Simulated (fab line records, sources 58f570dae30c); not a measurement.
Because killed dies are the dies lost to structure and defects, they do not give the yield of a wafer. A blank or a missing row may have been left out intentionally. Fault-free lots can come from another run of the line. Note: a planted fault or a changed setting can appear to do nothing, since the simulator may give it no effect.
fab line records + flow berkeleyCmos170
record
- lots=13
- wafers=39
- lastDay=11
route steps=331 shown NWELL@18 PWELL@50 PFIELD@85 NLDD@209
lots untouched by any fault: they come from a run of this same line in which no faults occurred
startH: the number of hours between the record's first day and the start of the first shown wafer of the lot + waitH: how many hours have passed since the lot's step before this one + " the same as in the row above + L1.1+2: one row covering several wafers at once + - no value present, or no start provided + * or withheld: withheld + < > ~ a bound
route shown NAME@n: names a module that has steps shown in the file, with the first one's number in the route + usual: mean/standard deviation of fault-free wafers + same: alike in all rows + chamber/n: place in a boat + sites: readings site by site + _std_site: how widely they spread, as a standard deviation + _edge_site: outer sites' mean less inner sites' + radiusMm: how far each site lies from the wafer's centre + mask NAME#n: copy n + behind: the last tool/chamber to shape the wafer + hold: cause of the lot's hold/its duration in hours/its outcome + device: the transistor (n, p or np) that didn't switch + end of line: at the end of the route, the tests of the same wafers + where a step has no rows: the recipe by itself + killed: the dies lost at the first sort to structure and to defects; this is not the yield of the wafer + map: a wafer's dies, marking killed ones x, the rest . and places with no die _
set.NAME: the setting as run; set.NAME@STEP: as run at that earlier step + model.NAME: the simulator's own value behind a step, which no gauge read
the route's steps for a sample of lots (tables are steps, rows are wafers)
services: the hour from which a tool's chamber was out of use, counted from the record's first day as startH (under 0 if before that day), plus the number of hours and why
## steps
# step UCB170_NWELL_CVD_04
# recipe
- material=Si3N4
- targetThkNm=224
- tempC=800
- precursor=SiH2Cl2/NH3
- timeS=3360
- pressureMtorr=200
- sih2cl2FlowSccm=25
- nh3FlowSccm=75
# usual
- nh3FlowSccm=75.02/0.23
- pressureMtorr=200.0/0.39
| lot.wafer | tool     | chamber | startH | waitH | nh3FlowSccm | pressureMtorr |
|-----------|----------|---------|--------|-------|-------------|---------------|
| L293.2    | lpcvd-02 | 1       | 29.91  | 0.8   | 74.99       | 199.6         |
| L293.3    | "        | 1       | "      | "     | 74.88       | 200.3         |
| L293.6    | "        | 1       | "      | "     | 75.07       | 200.3         |
| L294.1    | lpcvd-02 | 0       | 35.98  | 0.0   | 74.97       | 199.8         |
| L294.2    | "        | 0       | "      | "     | 74.97       | 199.6         |
| L294.3    | "        | 0       | "      | "     | 75.05       | 199.5         |
| L295.1    | lpcvd-02 | 0       | 35.98  | 0.0   | 74.70       | 200.3         |
| L295.4    | "        | 0       | "      | "     | 75.00       | 200.0         |
| L295.6    | "        | 0       | "      | "     | 74.42       | 199.9         |
| L296.3    | lpcvd-01 | 1       | 42.52  | 0.0   | 75.05       | 200.5         |
| L296.5    | "        | 1       | "      | "     | 75.26       | 200.3         |
| L296.6    | "        | 1       | "      | "     | 74.98       | 200.1         |
| L297.1    | lpcvd-02 | 0       | 50.11  | 0.0   | 75.09       | 199.5         |
| L297.4    | "        | 0       | "      | "     | 75.09       | 199.8         |
| L297.5    | "        | 0       | "      | "     | 75.07       | 199.8         |
| L299.1    | lpcvd-02 | 1       | 56.81  | 0.0   | 74.92       | 199.9         |
| L299.3    | "        | 1       | "      | "     | 75.02       | 200.6         |
| L299.4    | "        | 1       | "      | "     | 75.22       | 200.0         |
| L300.3    | lpcvd-02 | 1       | 58.88  | 0.0   | 74.95       | 199.9         |
| L300.4    | "        | 1       | "      | "     | 74.86       | 199.8         |
| L300.5    | "        | 1       | "      | "     | 75.38       | 200.0         |
| L301.1    | lpcvd-02 | 1       | 64.06  | 0.0   | 75.02       | 200.4         |
| L301.3    | "        | 1       | "      | "     | 75.06       | 200.2         |
| L301.4    | "        | 1       | "      | "     | 75.12       | 199.7         |
| L311.3    | lpcvd-01 | 0       | 126.08 | 3.0   | 75.32       | 199.2         |
| L311.4    | "        | 0       | "      | "     | 75.11       | 199.3         |
| L311.6    | "        | 0       | "      | "     | 75.11       | 199.4         |
| L312.1    | lpcvd-01 | 1       | 126.08 | 3.0   | 74.83       | 200.4         |
| L312.4    | "        | 1       | "      | "     | 75.04       | 200.9         |
| L312.6    | "        | 1       | "      | "     | 74.68       | 200.0         |
| L313.1    | lpcvd-01 | 0       | 131.43 | 0.0   | 75.03       | 201.2         |
| L313.2    | "        | 0       | "      | "     | 74.86       | 200.4         |
| L313.3    | "        | 0       | "      | "     | 74.71       | 200.3         |
| L315.2    | lpcvd-01 | 0       | 139.17 | 2.5   | 74.94       | 199.8         |
| L315.5    | "        | 0       | "      | "     | 74.86       | 199.6         |
| L315.6    | "        | 0       | "      | "     | 75.15       | 200.0         |
| L316.1    | lpcvd-01 | 1       | 142.22 | 0.0   | 74.83       | 200.3         |
| L316.3    | "        | 1       | "      | "     | 74.97       | 199.6         |
| L316.4    | "        | 1       | "      | "     | 74.94       | 199.9         |
# step UCB170_NWELL_THK_MEAS_05
# recipe
- reads=Si3N4_of_NWELL_CVD_04
# usual
- NWELL_NITRIDE_THK=223.5/2.1
| lot.wafer | tool         | chamber | startH | waitH | NWELL_NITRIDE_THK[nm] |
|-----------|--------------|---------|--------|-------|-----------------------|
| L293.2    | filmMetro-03 | -       | 31.86  | 0.0   | 224.0                 |
| L293.3    | "            | -       | "      | "     | 223.8                 |
| L293.6    | "            | -       | "      | "     | 222.3                 |
| L294.1    | filmMetro-02 | -       | 37.92  | 0.0   | 220.6                 |
| L294.2    | "            | -       | "      | "     | 220.6                 |
| L294.3    | "            | -       | "      | "     | 221.4                 |
| L295.1    | filmMetro-04 | -       | 37.92  | 0.0   | 222.6                 |
| L295.4    | "            | -       | "      | "     | 223.7                 |
| L295.6    | "            | -       | "      | "     | 223.1                 |
| L296.3    | filmMetro-04 | -       | 44.47  | 0.0   | 223.0                 |
| L296.5    | "            | -       | "      | "     | 221.1                 |
| L296.6    | "            | -       | "      | "     | 222.6                 |
| L297.1    | filmMetro-03 | -       | 52.05  | 0.0   | 221.5                 |
| L297.4    | "            | -       | "      | "     | 220.0                 |
| L297.5    | "            | -       | "      | "     | 219.7                 |
| L299.1    | filmMetro-04 | -       | 58.75  | 0.0   | 221.2                 |
| L299.3    | "            | -       | "      | "     | 226.1                 |
| L299.4    | "            | -       | "      | "     | 223.5                 |
| L300.3    | filmMetro-04 | -       | 60.84  | 0.0   | 220.1                 |
| L300.4    | "            | -       | "      | "     | 220.2                 |
| L300.5    | "            | -       | "      | "     | 218.4                 |
| L301.1    | filmMetro-03 | -       | 66.00  | 0.0   | 156.5                 |
| L301.3    | "            | -       | "      | "     | 154.1                 |
| L301.4    | "            | -       | "      | "     | 157.2                 |
| L312.1    | filmMetro-04 | -       | 128.01 | 0.0   | 220.9                 |
| L312.4    | "            | -       | "      | "     | 224.6                 |
| L312.6    | "            | -       | "      | "     | 223.4                 |
| L311.3    | filmMetro-03 | -       | 128.03 | 0.0   | 220.8                 |
| L311.4    | "            | -       | "      | "     | 223.0                 |
| L311.6    | "            | -       | "      | "     | 222.4                 |
| L313.1    | filmMetro-04 | -       | 133.37 | 0.0   | 223.2                 |
| L313.2    | "            | -       | "      | "     | 223.3                 |
| L313.3    | "            | -       | "      | "     | 222.7                 |
| L315.2    | filmMetro-02 | -       | 141.11 | 0.0   | 224.6                 |
| L315.5    | "            | -       | "      | "     | 226.3                 |
| L315.6    | "            | -       | "      | "     | 226.5                 |
| L316.1    | filmMetro-02 | -       | 144.15 | 0.0   | 226.3                 |
| L316.3    | "            | -       | "      | "     | 224.5                 |
| L316.4    | "            | -       | "      | "     | 223.9                 |
# step UCB170_NWELL_ETCH_13
# recipe
- chemistry=CH3F/Ar/O2
- target=Si3N4
- stopOn=SiO2
- CH3F_flow_sccm=20
- Ar_flow_sccm=50
- O2_flow_sccm=7
- pressureMtorr=50
- rfW=450
- targetDepthA=2464
- overEtchFrac=0.1
- timeS=154
# usual
- drypumpMotorCurrentA=5.8/0.44
- oesProductAu=0.942/0.016
- throttleValvePct=8.04/0.13
# same
- overEtchFrac=0.1
| lot.wafer | tool       | chamber | startH | waitH | drypumpMotorCurrentA | oesProductAu | rfHoursCounterH | throttleValvePct |
|-----------|------------|---------|--------|-------|----------------------|--------------|-----------------|------------------|
| L293.2    | rieDiel-01 | 2       | 33.14  | 0.0   | 5.8                  | 0.942        | 137             | 7.97             |
| L293.3    | "          | 1       | "      | "     | 6.2                  | 0.940        | 13              | 7.99             |
| L293.6    | "          | 0       | "      | "     | 5.9                  | 0.931        | -               | 8.22             |
| L294.1    | rieDiel-04 | 2       | 38.85  | 0.0   | 6.2                  | 0.930        | 137             | 7.99             |
| L294.2    | "          | 0       | "      | "     | 5.6                  | 0.968        | 31              | 7.79             |
| L294.3    | "          | 1       | "      | "     | 5.2                  | 0.963        | 73              | 8.17             |
| L295.1    | rieDiel-01 | 1       | 38.97  | 0.0   | 6.2                  | 0.937        | 13              | 7.99             |
| L295.4    | "          | 2       | "      | "     | 5.8                  | 0.947        | 137             | 7.97             |
| L295.6    | "          | 0       | "      | "     | 5.9                  | 0.931        | -               | 8.22             |
| L296.3    | rieDiel-03 | 1       | 45.39  | 0.0   | 5.3                  | 0.955        | 28              | 7.83             |
| L296.5    | "          | 0       | "      | "     | 5.0                  | 0.939        | -               | 8.05             |
| L296.6    | "          | 3       | "      | "     | 6.1                  | 0.917        | -               | 8.14             |
| L297.1    | rieDiel-03 | 2       | 53.30  | 0.0   | 6.2                  | 0.918        | 32              | 8.14             |
| L297.4    | "          | 0       | "      | "     | 5.0                  | 0.933        | 12              | 8.06             |
| L297.5    | "          | 0       | "      | "     | 5.0                  | 0.938        | -               | 8.07             |
| L299.1    | rieDiel-04 | 1       | 60.39  | 0.0   | 5.2                  | 0.961        | 75              | 8.17             |
| L299.3    | "          | 2       | "      | "     | 6.2                  | 0.942        | 138             | 7.98             |
| L299.4    | "          | 0       | "      | "     | 5.6                  | 0.967        | 32              | 7.80             |
| L300.3    | rieDiel-03 | 0       | 62.54  | 0.0   | 5.0                  | 0.938        | 12              | 8.07             |
| L300.4    | "          | 3       | "      | "     | 6.0                  | 0.905        | 37              | 8.15             |
| L300.5    | "          | 0       | "      | "     | 5.0                  | 0.933        | -               | 8.05             |
| L301.1    | rieDiel-04 | 2       | 66.93  | 0.0   | 6.3                  | 0.765        | 138             | 7.98             |
| L301.3    | "          | 1       | "      | "     | 5.2                  | 0.784        | 75              | 8.15             |
| L301.4    | "          | 0       | "      | "     | 5.6                  | 0.786        | 32              | 7.79             |
| L311.3    | rieDiel-03 | 0       | 129.20 | 0.0   | 5.0                  | 0.938        | 14              | 8.07             |
| L311.4    | "          | 3       | "      | "     | 6.1                  | 0.919        | 39              | 8.13             |
| L311.6    | "          | 3       | "      | "     | 6.1                  | 0.914        | -               | 8.13             |
| L312.1    | rieDiel-01 | 0       | 129.47 | 0.0   | 5.9                  | 0.929        | 159             | 8.22             |
| L312.4    | "          | 3       | "      | "     | 6.3                  | 0.961        | 63              | 8.14             |
| L312.6    | "          | 0       | "      | "     | 5.9                  | 0.935        | -               | 8.22             |
| L313.1    | rieDiel-01 | 1       | 134.64 | 0.0   | 6.3                  | 0.939        | 18              | 7.99             |
| L313.2    | "          | 3       | "      | "     | 6.3                  | 0.960        | 63              | 8.14             |
| L313.3    | "          | 2       | "      | "     | 5.8                  | 0.942        | 140             | 7.99             |
| L315.2    | rieDiel-01 | 3       | 142.49 | 0.0   | 6.4                  | 0.964        | 63              | 8.14             |
| L315.5    | "          | 1       | "      | "     | 6.2                  | 0.949        | -               | 7.99             |
| L315.6    | "          | 2       | "      | "     | 5.8                  | 0.953        | -               | 7.99             |
| L316.1    | rieDiel-01 | 1       | 145.09 | 0.0   | 6.2                  | 0.948        | 19              | 7.99             |
| L316.3    | "          | 2       | "      | "     | 5.8                  | 0.952        | 141             | 7.98             |
| L316.4    | "          | 1       | "      | "     | 6.2                  | 0.938        | -               | 7.99             |
# step UCB170_PWELL_STRIP_16
# recipe
- chemistry=O2
- powerW=400
- pressureMtorr=3500
- platenTempC=withheld
- o2FlowSccm=400
- overashFraction=0.5
# usual
- drypumpMotorCurrentA=5.5/0.48
- oesProductAu=0.721/0.0047
- stripTimeToEndpointS=18.10/0.092
| lot.wafer | tool           | chamber | startH | waitH | drypumpMotorCurrentA | oesProductAu | rfHoursCounterH | stripTimeToEndpointS |
|-----------|----------------|---------|--------|-------|----------------------|--------------|-----------------|----------------------|
| L293.2    | plasmaAsher-03 | 1       | 48.12  | 0.1   | 5.1                  | 0.723        | 26              | 18.11                |
| L293.3    | "              | 0       | "      | "     | 6.3                  | 0.724        | -               | 18.11                |
| L293.6    | "              | 0       | "      | "     | 6.3                  | 0.716        | -               | 18.21                |
| L294.1    | plasmaAsher-03 | 0       | 56.71  | 0.1   | 6.3                  | 0.723        | 27              | 18.19                |
| L294.2    | "              | 1       | "      | "     | 5.1                  | 0.725        | 27              | 18.08                |
| L294.3    | "              | 0       | "      | "     | 6.3                  | 0.714        | -               | 18.18                |
| L295.1    | plasmaAsher-03 | 1       | 56.84  | 0.1   | 5.1                  | 0.725        | 27              | 17.99                |
| L295.4    | "              | 1       | "      | "     | 5.1                  | 0.721        | -               | 18.05                |
| L295.6    | "              | 1       | "      | "     | 5.0                  | 0.716        | -               | 18.02                |
| L296.3    | plasmaAsher-03 | 1       | 61.14  | 0.1   | 5.1                  | 0.724        | -               | 18.12                |
| L296.5    | "              | 0       | "      | "     | 6.3                  | 0.725        | -               | 18.06                |
| L296.6    | "              | 1       | "      | "     | 5.1                  | 0.722        | -               | 18.21                |
| L297.1    | plasmaAsher-01 | 1       | 69.40  | 0.1   | 5.2                  | 0.717        | 35              | 18.20                |
| L297.4    | "              | 0       | "      | "     | 5.3                  | 0.718        | -               | 18.27                |
| L297.5    | "              | 0       | "      | "     | 5.3                  | 0.720        | -               | 18.04                |
| L300.3    | plasmaAsher-03 | 1       | 76.04  | 0.1   | 5.1                  | 0.717        | -               | 18.05                |
| L300.4    | "              | 0       | "      | "     | 6.3                  | 0.720        | -               | 18.03                |
| L300.5    | "              | 0       | "      | "     | 6.3                  | 0.714        | -               | 18.12                |
| L299.1    | plasmaAsher-01 | 1       | 76.28  | 0.1   | 5.2                  | 0.721        | 35              | 18.22                |
| L299.3    | "              | 0       | "      | "     | 5.3                  | 0.720        | -               | 18.21                |
| L299.4    | "              | 1       | "      | "     | 5.1                  | 0.723        | -               | 18.11                |
| L301.1    | plasmaAsher-03 | 0       | 85.24  | 0.1   | 6.3                  | 0.717        | 30              | 17.99                |
| L301.3    | "              | 1       | "      | "     | 5.1                  | 0.726        | -               | 18.01                |
| L301.4    | "              | 0       | "      | "     | 6.3                  | 0.722        | -               | 18.16                |
| L312.1    | plasmaAsher-02 | 0       | 144.40 | 0.1   | 5.7                  | 0.723        | 44              | 18.05                |
| L312.4    | "              | 0       | "      | "     | 5.7                  | 0.717        | -               | 18.05                |
| L312.6    | "              | 1       | "      | "     | 5.4                  | 0.726        | -               | 18.02                |
| L311.3    | plasmaAsher-03 | 1       | 144.53 | 0.1   | 5.1                  | 0.720        | -               | 18.12                |
| L311.4    | "              | 0       | "      | "     | 6.3                  | 0.727        | -               | 18.22                |
| L311.6    | "              | 0       | "      | "     | 6.3                  | 0.718        | -               | 18.25                |
| L313.1    | plasmaAsher-03 | 0       | 154.90 | 0.1   | 6.3                  | 0.726        | 39              | 18.05                |
| L313.2    | "              | 1       | "      | "     | 5.1                  | 0.720        | 39              | 18.14                |
| L313.3    | "              | 0       | "      | "     | 6.3                  | 0.716        | -               | 18.13                |
| L315.2    | plasmaAsher-03 | 0       | 157.10 | 0.1   | 6.4                  | 0.721        | 39              | 17.93                |
| L315.5    | "              | 1       | "      | "     | 5.0                  | 0.718        | -               | 18.04                |
| L315.6    | "              | 0       | "      | "     | 6.3                  | 0.713        | -               | 18.07                |
| L316.1    | plasmaAsher-01 | 0       | 157.25 | 0.1   | 5.3                  | 0.714        | 4               | 18.24                |
| L316.3    | "              | 0       | "      | "     | 5.3                  | 0.724        | -               | 18.20                |
| L316.4    | "              | 1       | "      | "     | 5.2                  | 0.728        | -               | 18.25                |
# step UCB170_PFIELD_OVL_MEAS_06
# usual
- PFIELD_OVL=2/6.4
| lot.wafer | tool       | chamber | startH | waitH | PFIELD_OVL[nm] |
|-----------|------------|---------|--------|-------|----------------|
| L293.2    | overlay-02 | -       | 69.90  | -     | 14             |
| L293.3    | "          | -       | "      | "     | 12             |
| L293.6    | "          | -       | "      | "     | 19             |
| L295.1    | overlay-02 | -       | 81.49  | -     | -1             |
| L295.4    | "          | -       | "      | "     | -10            |
| L295.6    | "          | -       | "      | "     | -8             |
| L294.1    | overlay-01 | -       | 82.22  | -     | 6              |
| L294.2    | "          | -       | "      | "     | 1              |
| L294.3    | "          | -       | "      | "     | -1             |
| L296.3    | overlay-01 | -       | 89.06  | -     | 8              |
| L296.5    | "          | -       | "      | "     | 2              |
| L296.6    | "          | -       | "      | "     | 13             |
| L297.1    | overlay-02 | -       | 97.26  | -     | 9              |
| L297.4    | "          | -       | "      | "     | 6              |
| L297.5    | "          | -       | "      | "     | 14             |
| L299.1    | overlay-02 | -       | 105.89 | -     | 0              |
| L299.3    | "          | -       | "      | "     | 0              |
| L299.4    | "          | -       | "      | "     | -2             |
| L300.3    | overlay-01 | -       | 106.47 | -     | -10            |
| L300.4    | "          | -       | "      | "     | 2              |
| L300.5    | "          | -       | "      | "     | -9             |
| L301.1    | overlay-01 | -       | 117.80 | -     | -1             |
| L301.3    | "          | -       | "      | "     | 4              |
| L301.4    | "          | -       | "      | "     | -9             |
| L312.1    | overlay-01 | -       | 173.52 | -     | -3             |
| L312.4    | "          | -       | "      | "     | -4             |
| L312.6    | "          | -       | "      | "     | 0              |
| L311.3    | overlay-02 | -       | 174.92 | -     | -2             |
| L311.4    | "          | -       | "      | "     | 3              |
| L311.6    | "          | -       | "      | "     | -1             |
| L315.2    | overlay-01 | -       | 181.62 | -     | 0              |
| L315.5    | "          | -       | "      | "     | 8              |
| L315.6    | "          | -       | "      | "     | 1              |
| L313.1    | overlay-02 | -       | 182.20 | -     | -7             |
| L313.2    | "          | -       | "      | "     | -3             |
| L313.3    | "          | -       | "      | "     | -9             |
| L316.1    | overlay-01 | -       | 182.21 | -     | 2              |
| L316.3    | "          | -       | "      | "     | 5              |
| L316.4    | "          | -       | "      | "     | 11             |
# step UCB170_SDANNEAL_RS_MEAS_05
# recipe
- thkMeasGauge=four-point-probe
# usual
- NLDD_RS=617.1/1.4
| lot.wafer | tool         | chamber | startH | waitH | NLDD_RS[ohm/sq] |
|-----------|--------------|---------|--------|-------|-----------------|
| L293.2    | filmMetro-01 | -       | 131.74 | 0.1   | 616.0           |
| L293.3    | "            | -       | "      | "     | 617.3           |
| L293.6    | "            | -       | "      | "     | 617.5           |
| L294.1    | filmMetro-01 | -       | 146.12 | 0.1   | 619.0           |
| L294.2    | "            | -       | "      | "     | 618.9           |
| L294.3    | "            | -       | "      | "     | 619.8           |
| L295.1    | filmMetro-03 | -       | 146.53 | 0.1   | 616.5           |
| L295.4    | "            | -       | "      | "     | 617.1           |
| L295.6    | "            | -       | "      | "     | 616.3           |
| L296.3    | filmMetro-03 | -       | 156.06 | 0.1   | 616.4           |
| L296.5    | "            | -       | "      | "     | 615.9           |
| L296.6    | "            | -       | "      | "     | 615.1           |
| L297.1    | filmMetro-01 | -       | 156.18 | 0.1   | 618.4           |
| L297.4    | "            | -       | "      | "     | 617.5           |
| L297.5    | "            | -       | "      | "     | 616.2           |
| L299.1    | filmMetro-03 | -       | 168.64 | 0.1   | 615.7           |
| L299.3    | "            | -       | "      | "     | 616.1           |
| L299.4    | "            | -       | "      | "     | 617.1           |
| L300.3    | filmMetro-01 | -       | 169.17 | 0.1   | 615.9           |
| L300.4    | "            | -       | "      | "     | 617.1           |
| L300.5    | "            | -       | "      | "     | 616.0           |
| L301.1    | filmMetro-03 | -       | 172.43 | 0.1   | 615.9           |
| L301.3    | "            | -       | "      | "     | 615.9           |
| L301.4    | "            | -       | "      | "     | 617.7           |
| L312.1    | filmMetro-01 | -       | 225.72 | 0.1   | 615.7           |
| L312.4    | "            | -       | "      | "     | 615.7           |
| L312.6    | "            | -       | "      | "     | 616.1           |
| L311.3    | filmMetro-02 | -       | 226.36 | 0.1   | 619.7           |
| L311.4    | "            | -       | "      | "     | 618.9           |
| L311.6    | "            | -       | "      | "     | 619.7           |
| L313.1    | filmMetro-01 | -       | 236.54 | 0.1   | 616.3           |
| L313.2    | "            | -       | "      | "     | 616.9           |
| L313.3    | "            | -       | "      | "     | 618.3           |
| L316.1    | filmMetro-03 | -       | 236.71 | 0.1   | 617.9           |
| L316.3    | "            | -       | "      | "     | 617.9           |
| L316.4    | "            | -       | "      | "     | 617.5           |
| L315.2    | filmMetro-02 | -       | 236.86 | 0.1   | 619.2           |
| L315.5    | "            | -       | "      | "     | 616.7           |
| L315.6    | "            | -       | "      | "     | 618.4           |
## services
| tool           | chamber | startH | hours | kind          |
|----------------|---------|--------|-------|---------------|
| plasmaAsher-02 | -       | 9.38   | 2.6   | repair        |
| plasmaAsher-02 | -       | 23.60  | 1.0   | repair        |
| rieDiel-04     | -       | 26.77  | 0.9   | repair        |
| plasmaAsher-01 | -       | 31.19  | 9.4   | repair        |
| rieDiel-01     | 0       | 46.29  | 4.1   | repair        |
| rieDiel-01     | 2       | 53.31  | 35.2  | repair        |
| rieDiel-03     | -       | 94.63  | 2.8   | pm            |
| plasmaAsher-01 | -       | 108.78 | 9.0   | pm            |
| plasmaAsher-01 | 0       | 108.78 | 9.0   | ventCycle     |
| plasmaAsher-01 | 1       | 108.78 | 9.0   | ventCycle     |
| plasmaAsher-01 | 0       | 117.78 | -     | clean         |
| plasmaAsher-01 | 1       | 117.78 | -     | clean         |
| lpcvd-02       | -       | 123.05 | 14.6  | pm            |
| rieDiel-01     | 0       | 136.68 | -     | clean         |
| rieDiel-01     | 0       | 136.68 | 19.3  | scheduledDown |
| rieDiel-01     | 0       | 136.68 | 19.3  | ventCycle     |
| rieDiel-04     | 2       | 147.36 | 1.2   | repair        |
## key
firstSign
- step=UCB170_NWELL_THK_MEAS_05
- reading=NWELL_NITRIDE_THK
- direction=down
- sigmas=32
- usual=223.5
- struck=155.9
effect
- step=UCB170_NWELL_ETCH_13
- reading=oesProductAu
- direction=down
- sigmas=10
- usual=0.942
- struck=0.778
metAt UCB170_NWELL_CVD_04
struckLots L301
struckWafers L301.1,L301.3,L301.4
testerLeftOut L301
notActingAt UCB170_PWELL_STRIP_16,UCB170_PFIELD_OVL_MEAS_06,UCB170_SDANNEAL_RS_MEAS_05
onsetBetween 58.88 64.06
fault
- kind=processParameterDrift
- tool=lpcvd-02
- chamber=1
- onsetH=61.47
- steps=UCB170_NWELL_CVD_04
- channel=targetThkNm
- offset=-69.911
- shape=step
- endH=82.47
- actsIn=theseRecipesOnly
- stated=224
# testerLeftOut: of these lots the tester's yield and bins aren't shown, on N5 and GAA mostly nor the transistor test; their killed dies are dies lost to structure and defects alone, not to doping, threshold or leakage, so they don't give the yield
